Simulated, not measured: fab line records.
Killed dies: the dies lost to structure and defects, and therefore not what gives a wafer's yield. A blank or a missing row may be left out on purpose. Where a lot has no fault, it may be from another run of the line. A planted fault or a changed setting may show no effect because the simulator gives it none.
fab line records | flow ritCmos
record: lots: 7 wafers: 21 lastDay: 7
route steps=202 shown NWELL@38 PWELL@39 WELLDRIVE@50 NRETRO@53 M1@202
lots that met no fault: taken from a fault-free run of the same line
startH: start of the lot's first displayed wafer, in hours after the record's first day | waitH: hours since the lot's step before | " as in the row above | L1.1+2: several wafers, shown together as one row | - value missing, or start not given | * or withheld: withheld | < > ~ a bound
route shown NAME@n: a module of which the file shows steps, and the number in the route of the first | usual: the fault-free wafers' mean and standard deviation | same: alike in all rows | chamber/n: place in a boat | sites: each site's reading | _std_site: the values' standard deviation | _edge_site: outer sites' mean less inner sites' | radiusMm: for every site, how far away it sits from the centre of the wafer | mask NAME#n: copy n | behind: the tool/chamber that last shaped the wafer | hold: cause of the lot's hold/its duration in hours/its outcome | device: names the non-switching transistor (n, p or np) | end of line: tests run on the same wafers once the route is complete | a step with no rows: only its recipe | killed: count of dies lost to structure and defects at first sort (not the wafer's yield) | map: a wafer's dies, marking killed ones x, the rest . and places with no die _
set.NAME: the setting the step ran with; set.NAME@STEP: the setting that earlier step ran with | model.NAME: the simulator's own value behind a step, which no gauge read
a table for each step, a row for each wafer; lots at some steps of the route
services: the hour from which a tool's chamber was out of use, counted from the record's first day as startH (under 0 if before that day), plus the number of hours and why
== steps ==
step: RIT_NWELL_TW_MEAS_10
usual: NWELL_TW: 2132/22
columns lot.wafer tool chamber startH waitH NWELL_TW
L945.1 filmMetro-03 - 47.35 0.1 2110
L945.3 " - " " 2115
L945.6 " - " " 2098
L948.1 filmMetro-02 - 62.25 0.1 2128
L948.3 " - " " 2110
L948.6 " - " " 2117
L949.1 filmMetro-03 - 67.66 0.1 2126
L949.3 " - " " 2135
L949.6 " - " " 2130
L950.2 filmMetro-03 - 71.39 0.1 2133
L950.3 " - " " 2128
L950.5 " - " " 2133
L953.1 filmMetro-03 - 89.94 0.1 2114
L953.2 " - " " 2127
L953.3 " - " " 2121
L957.1 filmMetro-04 - 108.30 0.1 2158
L957.3 " - " " 2147
L957.5 " - " " 2153
L962.2 filmMetro-02 - 132.69 0.1 2108
L962.4 " - " " 2109
L962.6 " - " " 2100
step: RIT_PWELL_HMDS_00
recipe: primeTimeS: 60 primeTempC: 140
step: RIT_PWELL_COAT_01
recipe: resist: NOVOLAK spinRpm: 2000 resistThkNm: 1300
step: RIT_PWELL_SOFTBAKE_02
recipe: resist: NOVOLAK tempC: 90 timeS: 60
step: RIT_PWELL_EXPOSE_03
recipe: maskId: M3 na: 0.57 targetCdNm: 43700 doseMj: 250
step: RIT_PWELL_PEB_04
recipe: resist: NOVOLAK tempC: withheld timeS: withheld
step: RIT_PWELL_DEVELOP_05
recipe: resist: NOVOLAK developTimeS: 68 devTempC: 23
step: RIT_PWELL_OVL_MEAS_06
usual: PWELL_OVL: 0.7/1.3
columns lot.wafer tool chamber startH waitH PWELL_OVL[nm]
L945.1 overlay-01 - 48.42 - -0.7
L945.3 " - " " -1.6
L945.6 " - " " 0.2
L948.1 overlay-02 - 63.32 - 2.0
L948.3 " - " " 1.3
L948.6 " - " " 2.6
L949.1 overlay-01 - 68.60 - -0.9
L949.3 " - " " -0.8
L949.6 " - " " -1.2
L950.2 overlay-02 - 72.33 - 1.8
L950.3 " - " " 1.3
L950.5 " - " " 1.1
L953.1 overlay-01 - 91.00 - -1.4
L953.2 " - " " -0.6
L953.3 " - " " -2.1
L957.1 overlay-02 - 109.24 - -0.7
L957.3 " - " " 0.0
L957.5 " - " " 0.5
L962.2 overlay-02 - 133.62 - 2.1
L962.4 " - " " 0.9
L962.6 " - " " 3.0
step: RIT_PWELL_HARDBAKE_07
recipe: resist: NOVOLAK tempC: 140 timeS: 120
step: RIT_PWELL_IMPLANT_08
recipe: species: B energyKev: 170 doseCm2: 7e+13 tiltDeg: 7
step: RIT_PWELL_STRIP_09
recipe: chemistry: O2 timeS: 180 resist: NOVOLAK platenTempC: withheld powerW: 500 pressureMtorr: 4000 o2FlowSccm: 4000
usual: drypumpMotorCurrentA: 5.7/0.38
columns lot.wafer tool chamber startH waitH drypumpMotorCurrentA rfHoursCounterH
L945.1 plasmaAsher-02 1 48.86 0.1 6.0 28
L945.3 " 0 " " 5.1 -
L945.6 " 1 " " 6.0 -
L948.1 plasmaAsher-02 0 63.76 0.1 5.1 30
L948.3 " 1 " " 6.0 -
L948.6 " 0 " " 5.1 -
L949.1 plasmaAsher-02 1 69.04 0.1 5.9 30
L949.3 " 1 " " 6.0 -
L949.6 " 1 " " 6.0 -
L950.2 plasmaAsher-04 1 72.76 0.1 5.8 43
L950.3 " 0 " " 5.5 -
L950.5 " 1 " " 5.8 -
L953.1 plasmaAsher-04 1 91.45 0.1 5.7 45
L953.2 " 0 " " 5.6 45
L953.3 " 0 " " 5.6 -
L957.1 plasmaAsher-04 1 109.68 0.1 5.8 47
L957.3 " 1 " " 5.8 -
L957.5 " 0 " " 5.5 -
L962.2 plasmaAsher-04 0 134.05 0.1 5.5 50
L962.4 " 0 " " 5.5 -
L962.6 " 0 " " 5.5 -
step: RIT_PWELL_TW_MEAS_10
usual: PWELL_TW: 947/9.9
columns lot.wafer tool chamber startH waitH PWELL_TW
L945.1 filmMetro-04 - 49.03 0.1 962
L945.3 " - " " 962
L945.6 " - " " 962
L948.1 filmMetro-04 - 63.93 0.1 965
L948.3 " - " " 962
L948.6 " - " " 960
L949.1 filmMetro-02 - 69.21 0.1 943
L949.3 " - " " 935
L949.6 " - " " 938
L950.2 filmMetro-03 - 72.94 0.1 941
L950.3 " - " " 938
L950.5 " - " " 940
L953.1 filmMetro-04 - 91.62 0.1 956
L953.2 " - " " 957
L953.3 " - " " 961
L957.1 filmMetro-03 - 109.86 0.1 945
L957.3 " - " " 942
L957.5 " - " " 939
L962.2 filmMetro-03 - 134.24 0.1 938
L962.4 " - " " 942
L962.6 " - " " 936
step: RIT_WELLDRIVE_ANNEAL_00
recipe: tempC: 1100 timeS: 14700 ambient: N2
usual: spikeTcCentreC: 1102.7/1.2 spikeTcLoadC: 1126/3.7 spikeTcSourceC: 1128.5/2.3 tubeCenterTempC: 1100/0.098 tube_center_temp_C_max: 1102.8/0.49
columns lot.wafer tool chamber startH waitH spikeTcCentreC spikeTcLoadC spikeTcSourceC tubeCenterTempC tube_center_temp_C_max
L945.1 furnace-03 0 49.09 0.1 1101.6 1126 1126.2 1100 1102.7
L945.3 " 0 " " 1103.1 1126 1125.6 1100 1102.4
L945.6 " 0 " " 1102.7 1125 1126.5 1100.1 1102.6
L948.1 furnace-03 0 63.99 0.1 1119.1 1140 1139.8 1115 1116.9
L948.3 " 0 " " 1117.7 1143 1140.1 1115.2 1117.7
L948.6 " 0 " " 1118.2 1140 1141.6 1115.1 1117.7
L949.1 furnace-01 0 69.27 0.1 1104.3 1130 1129.2 1100 1103.5
L949.3 " 0 " " 1103.4 1131 1130.0 1100 1102.5
L949.6 " 0 " " 1102.2 1130 1129.4 1099.9 1102.8
L950.2 furnace-03 0 73.57 0.6 1119.2 1141 1140.6 1114.9 1117.4
L950.3 " 0 " " 1119.2 1140 1141.6 1114.9 1117.9
L950.5 " 0 " " 1118.8 1140 1140.3 1115.1 1117.7
L953.1 furnace-03 0 91.68 0.1 1117.5 1142 1140.0 1115.1 1117.6
L953.2 " 0 " " 1118.2 1140 1141.3 1115 1118.4
L953.3 " 0 " " 1117.5 1140 1142.1 1115.1 1117.4
L957.1 furnace-01 0 109.92 0.1 1104.8 1131 1129.3 1099.8 1102.7
L957.3 " 0 " " 1104.3 1131 1131.3 1100 1102.7
L957.5 " 0 " " 1101.8 1129 1129.7 1100 1102.3
L962.2 furnace-01 0 134.29 0.0 1102.4 1130 1130.2 1099.9 1102.8
L962.4 " 0 " " 1103.1 1131 1129.5 1099.9 1102.5
L962.6 " 0 " " 1102.0 1130 1131.1 1100 1102.1
step: RIT_WELLDRIVE_RS_MEAS_01
recipe: thkMeasGauge: four-point-probe
usual: NWELL_RS: 275.9/0.73
columns lot.wafer tool chamber startH waitH NWELL_RS[ohm/sq]
L945.1 filmMetro-03 - 54.17 0.0 276.2
L945.3 " - " " 275.8
L945.6 " - " " 276.2
L948.1 filmMetro-04 - 69.07 0.0 259.1
L948.3 " - " " 258.2
L948.6 " - " " 258.6
L949.1 filmMetro-03 - 74.35 0.0 274.8
L949.3 " - " " 275.2
L949.6 " - " " 275.6
L950.2 filmMetro-03 - 78.68 0.0 260.5
L950.3 " - " " 259.6
L950.5 " - " " 259.3
L953.1 filmMetro-03 - 96.77 0.0 259.9
L953.2 " - " " 259.1
L953.3 " - " " 258.8
L957.1 filmMetro-03 - 115.00 0.0 276.4
L957.3 " - " " 277.0
L957.5 " - " " 276.4
L962.2 filmMetro-03 - 139.39 0.0 276.6
L962.4 " - " " 276.0
L962.6 " - " " 276.2
step: RIT_WELLDRIVE_RS_MEAS_02
recipe: thkMeasGauge: four-point-probe
usual: PWELL_RS: 429.8/1.3
columns lot.wafer tool chamber startH waitH PWELL_RS[ohm/sq]
L945.1 filmMetro-03 - 54.29 0.1 428.8
L945.3 " - " " 428.9
L945.6 " - " " 429.3
L948.1 filmMetro-04 - 69.19 0.1 409.7
L948.3 " - " " 409.7
L948.6 " - " " 409.8
L949.1 filmMetro-03 - 74.47 0.1 429.5
L949.3 " - " " 430.0
L949.6 " - " " 430.4
L950.2 filmMetro-03 - 78.80 0.1 411.9
L950.3 " - " " 412.7
L950.5 " - " " 412.8
L953.1 filmMetro-03 - 96.89 0.1 411.3
L953.2 " - " " 412.8
L953.3 " - " " 411.1
L957.1 filmMetro-03 - 115.12 0.1 429.6
L957.3 " - " " 428.7
L957.5 " - " " 430.0
L962.2 filmMetro-03 - 139.51 0.1 431.8
L962.4 " - " " 429.8
L962.6 " - " " 430.7
step: RIT_NRETRO_HMDS_00
recipe: primeTimeS: 60 primeTempC: 140
step: RIT_M1_PROBE_99
usual: killed_at_M0_to_M3: 0.0/0.12 killedAtContacts: 0.1/0.27 killedAtFrontEnd: 7/3.1 killedDies: 7/3.1 killedOpen: 3.6/2.3 killedShort: 3.2/2
same: grossDies: 264 killed_at_M4_up: 0 killedAtBackSide: 0 killedAtOther: 0
columns lot.wafer tool chamber startH waitH killed_at_M0_to_M3 killedAtContacts killedAtFrontEnd killedDies killedOpen killedShort model.etest.nwellPinched.rsOhmSq model.etest.pwellPinched.rsOhmSq model.etest.pwell.rsOhmSq model.etest.fieldN.vtV model.etest.fieldPMetal.vtV model.etest.isoNwellNwell.bvV model.etest.fieldP.vtV model.etest.diodePplusNwell.bvV
L945.1 prober-02 - 86.19 0.1 0 1 5 6 5 1 329.3 456.6 418.1 34.18 -30.15 21.85 -12.83 6.554
L945.3 prober-02 - 86.29 0.2 0 0 10 10 3 7 330.7 460 420.4 34.45 -29.68 20.8 -12.8 6.615
L945.6 prober-02 - 86.44 0.2 0 0 7 7 4 3 335.4 456.6 413.3 34.16 -30.21 22.04 -12.82 6.614
L948.1 prober-01 - 100.47 0.1 0 0 7 7 5 2 306.6 438.9 399.2 31.8 -30.43 22.55 -13.32 6.85
L948.3 prober-01 - 100.57 0.2 1 0 10 11 6 4 308.6 438.3 395.8 32.17 -30.64 22.68 -13.37 6.859
L948.6 prober-01 - 100.72 0.2 0 0 11 11 3 8 309.7 434.6 397 32.36 -30.87 22.85 -13.38 6.885
L949.1 prober-02 - 104.68 0.1 0 0 5 5 4 1 337.1 458.8 416.3 35.29 -29.59 21.85 -12.88 6.735
L949.3 prober-02 - 104.78 0.2 0 0 7 7 3 4 337.7 456.6 413.8 34.98 -29.43 22.08 -12.96 6.774
L949.6 prober-02 - 104.93 0.2 0 0 5 5 3 2 334.9 462 416.8 35.2 -29.43 22.04 -12.86 6.753
L950.2 prober-01 - 107.00 0.1 0 0 6 6 2 2 308 431.5 395.1 31.39 -31.22 23 -13.31 6.943
L950.3 prober-01 - 107.05 0.2 0 0 4 4 3 1 311.1 430.5 390.6 31.63 -31.26 22.93 -13.31 6.991
L950.5 prober-01 - 107.15 0.2 0 0 3 3 2 1 312.7 435.1 394.2 32.31 -30.99 22.97 -13.47 7.023
L953.1 prober-02 - 127.20 0.1 0 0 5 5 2 3 313.1 431.9 395.8 32.04 -29.56 23.25 -12.93 6.977
L953.2 prober-02 - 127.25 0.1 0 0 11 11 4 7 310.7 435.7 397.6 31.97 -29.8 23 -12.94 6.913
L953.3 prober-02 - 127.30 0.2 0 0 7 7 1 6 306.8 429.3 393.3 32.24 -29.94 22.93 -12.94 6.879
L957.1 prober-02 - 144.47 0.1 0 0 7 7 4 3 336 455.7 414.4 34.67 -29.85 22.14 -12.9 6.631
L957.3 prober-02 - 144.57 0.2 0 0 9 9 5 4 330.3 449.4 411.2 34.91 -30.23 22.11 -12.9 6.55
L957.5 prober-02 - 144.67 0.2 0 0 6 6 4 2 339.1 456.4 411.9 34.75 -29.97 22.24 -12.88 6.622
L962.2 prober-01 - 168.54 0.1 0 0 4 4 2 2 336.7 456 416.5 34.18 -28.07 22.05 -12.3 6.649
L962.4 prober-01 - 168.64 0.2 0 0 12 12 5 7 337.9 454 406.8 34.74 -28.5 22.28 -12.3 6.608
L962.6 prober-01 - 168.74 0.2 0 0 6 6 2 4 337.8 454.6 415.9 34.88 -28.25 22.46 -12.28 6.587
killed by level:class
L945.1 GATE:geometricParticle:open=3 FOX1:geometricParticle:open=1 SPACER:geometricParticle:open=1 CONTACT:geometricParticle:short=1
L945.3 GATE:geometricParticle:short=3 SILICIDE:geometricParticle:short=3 GATE:geometricParticle:open=2 FOX2:geometricParticle:open=1 SPACER:geometricParticle:short=1
L945.6 GATE:geometricParticle:short=3 FOX1:geometricParticle:open=1 GATE:geometricParticle:open=1 REOX:geometricParticle:open=1 SILICIDE:geometricParticle:open=1
L948.1 GATE:geometricParticle:open=3 GATE:geometricParticle:short=2 FOX1:geometricParticle:open=1 SPACER:geometricParticle:open=1
L948.3 GATE:geometricParticle:short=3 FOX1:geometricParticle:open=2 GATE:geometricParticle:open=2 FOX2:geometricParticle:open=1 FOX2:geometricParticle:short=1 SPACER:geometricParticle:open=1 M1:coatMicrobubblePrinted=1
L948.6 GATE:geometricParticle:short=4 FOX1:geometricParticle:short=1 FOX2:geometricParticle:short=1 GATE:geometricParticle:open=1 SPACER:geometricParticle:short=1 SPACER:geometricParticle:open=1 SILICIDE:geometricParticle:open=1 SILICIDE:geometricParticle:short=1
L949.1 GATE:geometricParticle:open=3 FOX1:geometricParticle:open=1 GATE:geometricParticle:short=1
L949.3 FOX1:geometricParticle:short=2 GATE:geometricParticle:open=1 REOX:geometricParticle:open=1 SPACER:geometricParticle:short=1 SILICIDE:geometricParticle:short=1 SILICIDE:geometricParticle:open=1
L949.6 ACTIVE:geometricParticle:open=1 FOX2:geometricParticle:open=1 GATE:geometricParticle:short=1 REOX:geometricParticle:short=1 REOX:geometricParticle:open=1
L950.2 NSD:coatMicrobubblePrinted=2 FOX1:geometricParticle:short=1 FOX1:geometricParticle:open=1 GATE:geometricParticle:short=1 REOX:geometricParticle:open=1
L950.3 GATE:geometricParticle:open=2 GATE:geometricParticle:short=1 SPACER:geometricParticle:open=1
L950.5 FOX2:geometricParticle:open=1 GATE:geometricParticle:short=1 SILICIDE:geometricParticle:open=1
L953.1 FOX1:geometricParticle:short=1 FOX2:geometricParticle:short=1 REOX:geometricParticle:open=1 SPACER:geometricParticle:open=1 SILICIDE:geometricParticle:short=1
L953.2 GATE:geometricParticle:short=4 FOX2:geometricParticle:short=3 GATE:geometricParticle:open=2 FOX1:geometricParticle:open=1 SPACER:geometricParticle:open=1
L953.3 FOX1:geometricParticle:short=2 SPACER:geometricParticle:short=2 GATE:geometricParticle:short=1 REOX:geometricParticle:open=1 SILICIDE:geometricParticle:short=1
L957.1 GATE:geometricParticle:open=2 FOX1:geometricParticle:short=1 FOX2:geometricParticle:open=1 GATE:geometricParticle:short=1 REOX:geometricParticle:short=1 SPACER:geometricParticle:open=1
L957.3 GATE:geometricParticle:short=3 GATE:geometricParticle:open=3 FOX2:geometricParticle:short=1 REOX:geometricParticle:open=1 SPACER:geometricParticle:open=1
L957.5 SILICIDE:geometricParticle:open=3 GATE:geometricParticle:open=1 REOX:geometricParticle:short=1 SPACER:geometricParticle:short=1
L962.2 GATE:geometricParticle:open=2 FOX2:geometricParticle:short=1 GATE:geometricParticle:short=1
L962.4 FOX1:geometricParticle:short=3 GATE:geometricParticle:open=3 GATE:geometricParticle:short=2 SILICIDE:geometricParticle:short=2 SILICIDE:geometricParticle:open=1 REOX:geometricParticle:open=1
L962.6 GATE:geometricParticle:short=4 FOX2:geometricParticle:open=1 REOX:geometricParticle:open=1
== services ==
columns tool chamber startH hours kind
furnace-03 - 100.39 4.7 pm
== key ==
firstSign: step: RIT_WELLDRIVE_ANNEAL_00 reading: tubeCenterTempC direction: up sigmas: 99+ usual: * struck: *
effect: step: RIT_WELLDRIVE_ANNEAL_00 reading: tube_center_temp_C_max direction: up sigmas: 30 usual: * struck: *
effect: step: RIT_WELLDRIVE_RS_MEAS_01 reading: NWELL_RS direction: down sigmas: 23 usual: 275.9 struck: 259.2
effect: step: RIT_WELLDRIVE_RS_MEAS_02 reading: PWELL_RS direction: down sigmas: 14 usual: 429.8 struck: 411.3
modelEffect: step: RIT_M1_PROBE_99 value: etest.nwellPinched.rsOhmSq without: 338.6 struck: 309.7
metAt RIT_WELLDRIVE_ANNEAL_00
struckWafers L948.1,L948.3,L948.6,L950.2,L950.3,L950.5,L953.1,L953.2,L953.3
testerLeftOut L948,L950,L953
fault: kind: processParameterDrift tool: furnace-03 chamber: - onsetH: 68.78 steps: RIT_WELLDRIVE_ANNEAL_00 channel: tempC offset: * shape: step endH: 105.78 actsIn: * stated: *
testerLeftOut: of these lots the tester's yield and bins aren't shown, on N5 and GAA mostly nor the transistor test; their killed dies are dies lost to structure and defects alone, not to doping, threshold or leakage, so they don't give the yield
